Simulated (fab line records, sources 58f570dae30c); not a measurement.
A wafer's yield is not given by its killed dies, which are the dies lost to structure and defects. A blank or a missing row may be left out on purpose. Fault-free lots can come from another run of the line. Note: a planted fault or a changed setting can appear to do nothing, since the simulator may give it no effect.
Which of the tools did it? :: flow berkeley_cmos170 :: 14 lots, 42 wafers sampled, at 2 steps of a route of 331

WHAT EACH GAUGE READ, for each wafer
UCB170_PVT_TW_MEAS_09.
lot: L511
measured: day 5 05:35
on: film_metro-03
PVT_TW: 508 510 508

lot: L512
measured: day 5 05:49
on: film_metro-04
PVT_TW: 505 508 507

lot: L515
measured: day 5 21:16
on: film_metro-04
PVT_TW: 509 507 507

lot: L513
measured: day 5 21:32
on: film_metro-02
PVT_TW: 523 519 522

lot: L514
measured: day 5 21:37
on: film_metro-04
PVT_TW: 507 506 508

lot: L516
measured: day 6 16:08
on: film_metro-02
PVT_TW: 527 528 526

lot: L520
measured: day 7 14:19
on: film_metro-04
PVT_TW: 507 507 509

lot: L525
measured: day 8 09:45
on: film_metro-03
PVT_TW: 507 510 509

lot: L526
measured: day 8 22:56
on: film_metro-03
PVT_TW: 31 31 31

lot: L528
measured: day 9 10:56
on: film_metro-02
PVT_TW: 32 32 32

lot: L530
measured: day 9 11:10
on: film_metro-03
PVT_TW: 511 512 510

lot: L529
measured: day 9 11:25
on: film_metro-04
PVT_TW: 507 505 506

lot: L534
measured: day 10 09:09
on: film_metro-04
PVT_TW: 503 503 507

lot: L532
measured: day 10 09:13
on: film_metro-03
PVT_TW: 510 512 512

EACH LOT AND THE TOOL THAT RAN IT (in order: tool; ch and the chambers of the sampled wafers; start)
lot: L511
UCB170_PVT_DEVELOP_05: litho_track-04 ch 0, day 5 05:00

lot: L512
UCB170_PVT_DEVELOP_05: litho_track-03 ch 0, day 5 05:00

lot: L515
UCB170_PVT_DEVELOP_05: litho_track-03 ch 0, day 5 20:00

lot: L513
UCB170_PVT_DEVELOP_05: litho_track-03 ch 0, day 5 21:00

lot: L514
UCB170_PVT_DEVELOP_05: litho_track-04 ch 0, day 5 21:00

lot: L516
UCB170_PVT_DEVELOP_05: litho_track-03 ch 0, day 6 15:00

lot: L520
UCB170_PVT_DEVELOP_05: litho_track-01 ch 0, day 7 13:00

lot: L525
UCB170_PVT_DEVELOP_05: litho_track-03 ch 0, day 8 09:00

lot: L526
UCB170_PVT_DEVELOP_05: litho_track-01 ch 0, day 8 22:00

lot: L528
UCB170_PVT_DEVELOP_05: litho_track-01 ch 0, day 9 10:00

lot: L530
UCB170_PVT_DEVELOP_05: litho_track-04 ch 0, day 9 10:00

lot: L529
UCB170_PVT_DEVELOP_05: litho_track-03 ch 0, day 9 11:00

lot: L534
UCB170_PVT_DEVELOP_05: litho_track-03 ch 0, day 10 08:00

lot: L532
UCB170_PVT_DEVELOP_05: litho_track-04 ch 0, day 10 08:00
- UCB170_PVT_DEVELOP_05: develop time 45 s.

AS READ BY THE TOOLS THEMSELVES (means over the sampled wafers that have a number; for cases with no such wafer, the mark the record gives instead)
The record holds no such reading with a usual standard deviation.

THE ANSWER, worked out from the rows above alone
Rule: usual is defined by the lots themselves. The widest of any qualifying gaps counts: lots, ordered by their means at a reading, are off when they make up no more than a third of the lots, leave a main group of 4 or more, and stand apart from it by 3 or more times the standard deviation of that group's means. Not used: any main group whose means are identical at the precision the tables above print for the reading. A lot without any number at a reading at which 4 lots or more have one is off too. All remaining lots with rows at the step are treated as sound. First the gauges in route order, then the tools' own readings, where a lot's mean is used as printed above. The first step at which some lot is off is used, and at that step the reading that is off furthest; a lot without a number counts as furthest.
Off: L526, L528, seen at UCB170_PVT_TW_MEAS_09 (PVT_TW). The main group has a mean of 511 with a standard deviation of 6.4.
If a tool, at a process step before that reading, ran all the lots that are off and no sound lot after the first of them, it fits. The gauges at UCB170_PVT_TW_MEAS_09 are tried like those tools. One fits: UCB170_PVT_DEVELOP_05 on litho_track-01. Its last sound lot is L520 (day 7 13:00), its first lot that is off L526 (day 8 22:00): a fault that began between those two fits.

WHAT HAD BEEN PUT IN BY THE SIMULATOR
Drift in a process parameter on litho_track-01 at UCB170_PVT_DEVELOP_05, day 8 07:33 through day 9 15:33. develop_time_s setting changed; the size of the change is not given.
Lots struck among those shown: L526, L528. The rule above reached the same finding.
